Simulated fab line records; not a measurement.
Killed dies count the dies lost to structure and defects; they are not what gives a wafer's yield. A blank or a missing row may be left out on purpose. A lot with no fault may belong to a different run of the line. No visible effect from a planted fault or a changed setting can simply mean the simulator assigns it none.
fab line records	flow berkeley_cmos170
record lots=14	wafers=42	last_day=12
route steps=331 shown START@4 ZERO@13 GATE@142 SPACER@171
lots that met no fault: taken from a fault-free run of the same line
start_h: the number of hours between the record's first day and the start of the first shown wafer of the lot	wait_h: hours from the lot's prior step to this one	" repeats the value in the row above	L1.1+2: a single row standing in for several wafers	- no value, or no start was given	* or withheld: withheld	< > ~ a bound
route shown NAME@n: names a module that has steps shown in the file, with the first one's number in the route	usual: the fault-free wafers' mean and standard deviation	same: alike in all rows	chamber/n: place in a boat	sites: the reading at each site	_std_site: standard deviation of those values	_edge_site: the outer-site mean with the inner-site mean subtracted	radius_mm: how far each site lies from the wafer's centre	mask NAME#n: copy n	behind: the tool/chamber that last shaped the wafer	hold: cause of the lot's hold/its duration in hours/its outcome	device: names the non-switching transistor (n, p or np)	end of line: the route-end tests of the same wafers	for a step that has no rows: nothing shown but its recipe	killed: dies that structure and defects cost at the first sort, which is not the same as the wafer's yield	map: shows each die of a wafer: x if killed, . if not, _ if none is there
set.NAME: setting as actually run; set.NAME@STEP: the setting as run at that earlier step	model.NAME: the simulator's own value behind a step, which no gauge read
route steps across a sampled set of lots; one table per step, one row per wafer
services: from which hour (start_h, from the record's first day; less than 0 if before it) a tool's chamber was out of use, for how many hours, and why
## steps
# step UCB170_START_THK_MEAS_03
# recipe reads=SiO2_of_START_OXIDATION_02
# usual START_OXIDE_THK=18.0/0.34
lot.wafer	tool	chamber	start_h	wait_h	START_OXIDE_THK[nm]
L358.1	film_metro-01	-	14.82	0.0	18.0
L358.3	"	-	"	"	18.0
L358.6	"	-	"	"	17.8
L360.1	film_metro-04	-	23.39	0.3	17.8
L360.5	"	-	"	"	17.8
L360.6	"	-	"	"	17.7
L361.2	film_metro-01	-	30.22	0.1	17.6
L361.3	"	-	"	"	18.0
L361.6	"	-	"	"	17.5
L362.3	film_metro-03	-	33.04	0.0	17.9
L362.5	"	-	"	"	17.9
L362.6	"	-	"	"	17.6
L364.4	film_metro-01	-	44.84	0.0	18.2
L364.5	"	-	"	"	18.4
L364.6	"	-	"	"	18.1
L365.1	film_metro-04	-	50.47	0.0	18.1
L365.3	"	-	"	"	17.8
L365.4	"	-	"	"	17.5
L367.3	film_metro-01	-	58.92	0.0	17.8
L367.4	"	-	"	"	17.6
L367.6	"	-	"	"	17.3
L371.2	film_metro-01	-	81.96	0.0	18.4
L371.4	"	-	"	"	18.3
L371.5	"	-	"	"	18.0
L373.3	film_metro-01	-	88.71	0.0	18.1
L373.4	"	-	"	"	18.0
L373.5	"	-	"	"	17.9
L375.3	film_metro-04	-	97.08	0.1	17.9
L375.5	"	-	"	"	17.8
L375.6	"	-	"	"	18.0
L376.3	film_metro-03	-	104.42	0.0	18.0
L376.4	"	-	"	"	17.8
L376.5	"	-	"	"	17.9
L377.1	film_metro-04	-	110.34	0.0	18.8
L377.2	"	-	"	"	18.3
L377.3	"	-	"	"	18.3
L380.2	film_metro-04	-	122.60	0.0	18.1
L380.4	"	-	"	"	18.4
L380.5	"	-	"	"	18.1
L381.3	film_metro-04	-	128.80	0.0	18.0
L381.5	"	-	"	"	18.1
L381.6	"	-	"	"	18.0
# step UCB170_ZERO_STRIP_07
# recipe chemistry=O2	power_w=400	pressure_mtorr=3500	platen_temp_c=withheld	o2_flow_sccm=400	overash_fraction=0.5
# usual drypump_motor_current_A=5.52/0.29	o2_flow_sccm=399.9/1.2	oes_product_au=0.727/0.004	strip_time_to_endpoint_s=21.46/0.061
# same overash_fraction=0.5
lot.wafer	tool	chamber	start_h	wait_h	drypump_motor_current_A	o2_flow_sccm	oes_product_au	rf_hours_counter_h	strip_time_to_endpoint_s
L358.1	plasma_asher-04	1	19.28	0.0	5.08	399.2	0.735	31	21.51
L358.3	"	0	"	"	5.17	400.2	0.727	-	21.48
L358.6	"	0	"	"	5.17	399.8	0.725	-	21.48
L360.1	plasma_asher-03	0	28.62	0.0	5.65	396.3	0.724	31	21.54
L360.5	"	0	"	"	5.67	398.2	0.724	-	21.54
L360.6	"	1	"	"	5.90	398.7	0.722	-	21.58
L361.2	plasma_asher-04	0	34.74	0.0	5.22	400.7	0.722	33	21.57
L361.3	"	0	"	"	5.22	400.2	0.729	-	21.55
L361.6	"	1	"	"	5.06	398.1	0.727	-	21.61
L362.3	plasma_asher-03	1	38.41	0.0	5.87	398.1	0.716	-	21.53
L362.5	"	0	"	"	5.62	399.7	0.737	-	21.51
L362.6	"	1	"	"	5.88	398.1	0.725	-	21.50
L364.4	plasma_asher-03	0	50.22	0.0	5.67	399.6	0.728	-	21.43
L364.5	"	0	"	"	5.68	398.9	0.729	-	21.50
L364.6	"	1	"	"	5.86	398.6	0.724	-	21.47
L365.1	plasma_asher-03	0	56.84	0.0	5.68	399.8	0.726	34	21.46
L365.3	"	0	"	"	5.67	399.5	0.727	-	21.42
L365.4	"	1	"	"	5.85	397.5	0.722	-	21.38
L367.3	plasma_asher-03	1	64.09	0.0	5.85	401.0	0.723	-	21.46
L367.4	"	0	"	"	5.66	401.9	0.726	-	21.42
L367.6	"	1	"	"	5.88	400.7	0.724	-	21.40
L371.2	plasma_asher-03	0	87.10	0.0	5.69	203.2	0.667	38	24.63
L371.4	"	1	"	"	5.87	200.7	0.661	-	24.58
L371.5	"	1	"	"	5.90	200.3	0.660	-	24.64
L373.3	plasma_asher-03	1	93.43	0.0	5.84	200.0	0.665	-	24.51
L373.4	"	0	"	"	5.65	201.2	0.666	-	24.48
L373.5	"	0	"	"	5.66	199.9	0.673	-	24.42
L375.3	plasma_asher-04	1	100.81	0.0	5.05	399.3	0.724	-	21.46
L375.5	"	0	"	"	5.21	398.5	0.725	-	21.49
L375.6	"	1	"	"	5.06	400.0	0.726	-	21.45
L376.3	plasma_asher-02	1	110.04	0.0	5.68	399.2	0.730	-	21.38
L376.4	"	0	"	"	5.63	400.5	0.723	-	21.38
L376.5	"	1	"	"	5.67	399.6	0.730	-	21.45
L377.1	plasma_asher-02	0	115.54	0.0	5.63	397.5	0.734	40	21.37
L377.2	"	1	"	"	5.72	400.3	0.717	40	21.42
L377.3	"	1	"	"	5.70	401.1	0.722	-	21.43
L380.2	plasma_asher-02	0	127.10	0.0	5.63	400.7	0.730	41	21.51
L380.4	"	1	"	"	5.71	399.8	0.726	-	21.53
L380.5	"	0	"	"	5.66	399.9	0.727	-	21.47
L381.3	plasma_asher-02	0	134.04	0.0	5.64	400.0	0.731	-	21.45
L381.5	"	0	"	"	5.64	400.2	0.724	-	21.45
L381.6	"	1	"	"	5.72	400.4	0.728	-	21.46
# step UCB170_GATE_STRIP_16
# recipe chemistry=O2	power_w=400	pressure_mtorr=3500	platen_temp_c=withheld	o2_flow_sccm=400	overash_fraction=0.5
# usual drypump_motor_current_A=5.79/0.26	o2_flow_sccm=399.9/1.3	oes_product_au=0.725/0.0044
# same overash_fraction=0.5
lot.wafer	tool	chamber	start_h	wait_h	drypump_motor_current_A	o2_flow_sccm	oes_product_au	rf_hours_counter_h
L358.1	plasma_asher-01	1	123.23	0.0	5.89	401.8	0.728	32
L358.3	"	0	"	"	6.58	399.4	0.721	-
L358.6	"	0	"	"	6.60	401.4	0.728	-
L360.1	plasma_asher-03	0	137.75	0.0	5.65	402.2	0.726	44
L360.5	"	1	"	"	5.87	399.1	0.730	-
L360.6	"	0	"	"	5.67	400.6	0.728	-
L361.2	plasma_asher-02	1	141.02	0.0	5.70	400.6	0.721	43
L361.3	"	1	"	"	5.67	399.8	0.722	-
L361.6	"	0	"	"	5.65	399.4	0.728	-
L362.3	plasma_asher-01	1	141.60	0.1	5.90	400.1	0.723	-
L362.5	"	0	"	"	6.58	400.2	0.724	-
L362.6	"	1	"	"	5.89	400.9	0.730	-
L367.3	plasma_asher-03	1	166.72	0.1	5.86	399.5	0.733	-
L367.4	"	0	"	"	5.67	398.4	0.721	-
L367.6	"	0	"	"	5.66	400.0	0.720	-
L364.4	plasma_asher-02	1	166.84	0.1	5.69	399.9	0.727	-
L364.5	"	0	"	"	5.60	400.5	0.729	-
L364.6	"	1	"	"	5.68	398.1	0.723	-
L365.1	plasma_asher-02	1	167.18	0.0	5.70	396.6	0.725	45
L365.3	"	0	"	"	5.62	399.5	0.721	-
L365.4	"	1	"	"	5.71	397.9	0.730	-
L373.3	plasma_asher-03	1	200.90	0.1	5.87	397.8	0.729	-
L373.4	"	0	"	"	5.66	399.0	0.723	-
L373.5	"	0	"	"	5.66	400.1	0.719	-
L371.2	plasma_asher-03	0	201.34	0.0	5.67	401.0	0.730	50
L371.4	"	0	"	"	5.65	401.4	0.716	-
L371.5	"	1	"	"	5.88	398.0	0.723	-
L376.3	plasma_asher-03	0	229.68	0.1	5.67	398.8	0.730	-
L376.4	"	1	"	"	5.89	400.4	0.723	-
L376.5	"	0	"	"	5.67	398.2	0.720	-
L377.1	plasma_asher-02	1	230.18	0.0	5.70	398.5	0.721	52
L377.2	"	0	"	"	5.62	404.6	0.727	52
L377.3	"	1	"	"	5.69	399.6	0.723	-
L375.3	plasma_asher-03	1	230.24	0.1	5.90	399.8	0.722	-
L375.5	"	1	"	"	5.91	399.0	0.726	-
L375.6	"	0	"	"	5.66	401.0	0.728	-
L380.2	plasma_asher-02	1	241.08	0.0	5.69	399.1	0.714	53
L380.4	"	0	"	"	5.64	399.3	0.727	-
L380.5	"	0	"	"	5.62	398.5	0.734	-
L381.3	plasma_asher-02	1	252.16	0.1	5.71	400.8	0.725	-
L381.5	"	0	"	"	5.64	400.6	0.723	-
L381.6	"	1	"	"	5.67	399.1	0.726	-
# step UCB170_SPACER_CVD_00
# recipe material=SiO2	target_thk_nm=376	temp_c=390	precursor=TEOS/O2	time_s=47	rf_w=550	pressure_mtorr=9000
# usual heater_power_w=265/42	pressure_mtorr=9002/19	rf_fwd_power_W=544.5/2
lot.wafer	tool	chamber	start_h	wait_h	heater_power_w	pressure_mtorr	rf_fwd_power_W
L358.1	pecvd-01	0	127.68	0.0	180	8993	542.0
L358.3	"	2	"	"	291	9001	541.2
L358.6	"	1	"	"	232	8988	546.4
L360.1	pecvd-02	0	142.20	0.0	284	9018	548.2
L360.5	"	1	"	"	321	8985	546.0
L360.6	"	0	"	"	283	9030	545.6
L361.2	pecvd-01	2	146.04	0.0	294	9013	545.3
L361.3	"	1	"	"	210	9015	545.3
L361.6	"	2	"	"	298	8993	542.6
L362.3	pecvd-01	1	146.77	0.0	291	9003	545.4
L362.5	"	0	"	"	224	9005	543.1
L362.6	"	2	"	"	281	9025	544.0
L365.1	pecvd-02	0	176.30	0.0	281	8991	545.5
L365.3	"	1	"	"	254	9038	543.5
L365.4	"	0	"	"	287	9007	546.9
L367.3	pecvd-01	1	176.30	0.0	235	8986	546.2
L367.4	"	1	"	"	245	8984	548.4
L367.6	"	2	"	"	284	9012	543.8
L364.4	pecvd-04	2	176.32	0.0	241	8993	541.3
L364.5	"	1	"	"	287	8982	542.4
L364.6	"	0	"	"	227	8990	542.0
L373.3	pecvd-02	0	212.51	0.0	231	9004	545.2
L373.4	"	0	"	"	252	9003	544.3
L373.5	"	2	"	"	335	9019	546.7
L371.2	pecvd-04	1	212.55	0.0	243	9011	547.3
L371.4	"	2	"	"	232	8990	541.4
L371.5	"	0	"	"	307	9015	542.7
L376.3	pecvd-04	0	234.05	0.0	259	9001	542.1
L376.4	"	2	"	"	219	9001	542.6
L376.5	"	0	"	"	281	8992	543.4
L377.1	pecvd-01	2	234.34	0.0	303	8998	543.4
L377.2	"	0	"	"	229	9016	542.6
L377.3	"	1	"	"	238	9023	546.9
L375.3	pecvd-02	2	234.72	0.0	324	8996	545.2
L375.5	"	1	"	"	316	8994	545.2
L375.6	"	0	"	"	228	9005	544.7
L380.2	pecvd-02	0	247.57	0.0	317	9003	547.8
L380.4	"	1	"	"	309	8987	545.2
L380.5	"	2	"	"	334	8998	543.5
L381.3	pecvd-01	2	257.94	0.0	295	9010	541.9
L381.5	"	2	"	"	201	9046	542.7
L381.6	"	0	"	"	228	8985	543.9
## services
tool	chamber	start_h	hours	kind
pecvd-02	-	14.50	14.0	pm
pecvd-02	0	14.50	14.0	vent_cycle
pecvd-02	2	27.32	3.0	repair
plasma_asher-04	-	41.81	2.2	repair
plasma_asher-01	-	67.61	1.6	repair
plasma_asher-02	-	106.65	0.3	repair
plasma_asher-04	-	108.75	9.0	pm
pecvd-01	-	109.77	2.8	pm
pecvd-04	0	109.86	13.1	repair
pecvd-04	-	135.50	14.0	pm
pecvd-02	-	144.18	1.0	repair
plasma_asher-01	-	212.80	1.1	repair
pecvd-02	-	221.30	6.6	repair
pecvd-04	0	223.20	4.8	repair
plasma_asher-01	-	228.35	28.1	pm
plasma_asher-03	-	235.74	4.2	pm
pecvd-01	-	242.50	14.0	pm
pecvd-01	0	242.50	14.0	vent_cycle
pecvd-01	1	242.50	14.0	vent_cycle
pecvd-01	2	242.50	14.0	vent_cycle
pecvd-01	1	250.95	2.9	repair
pecvd-01	0	256.50	-	clean
pecvd-01	1	256.50	-	clean
pecvd-01	2	256.50	-	clean
## key
first_sign step=UCB170_ZERO_STRIP_07	reading=o2_flow_sccm	direction=down	sigmas=99+	usual=399.9	struck=200.9
effect step=UCB170_ZERO_STRIP_07	reading=strip_time_to_endpoint_s	direction=up	sigmas=50	usual=*	struck=*
met_at UCB170_ZERO_STRIP_07
struck_lots L371,L373
tester_left_out L371,L373
not_acting_at UCB170_START_THK_MEAS_03,UCB170_GATE_STRIP_16,UCB170_SPACER_CVD_00
onset_between 64.09 87.10
fault kind=process_parameter_drift	tool=plasma_asher-03	chamber=-	onset_h=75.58	steps=UCB170_ZERO_STRIP_07	channel=o2_flow_sccm	offset=-200	shape=step	end_h=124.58	acts_in=these_recipes_only	stated=400
# tester_left_out: of these lots the tester's yield and bins aren't shown, on N5 and GAA mostly nor the transistor test; their killed dies are dies lost to structure and defects alone, not to doping, threshold or leakage, so they don't give the yield
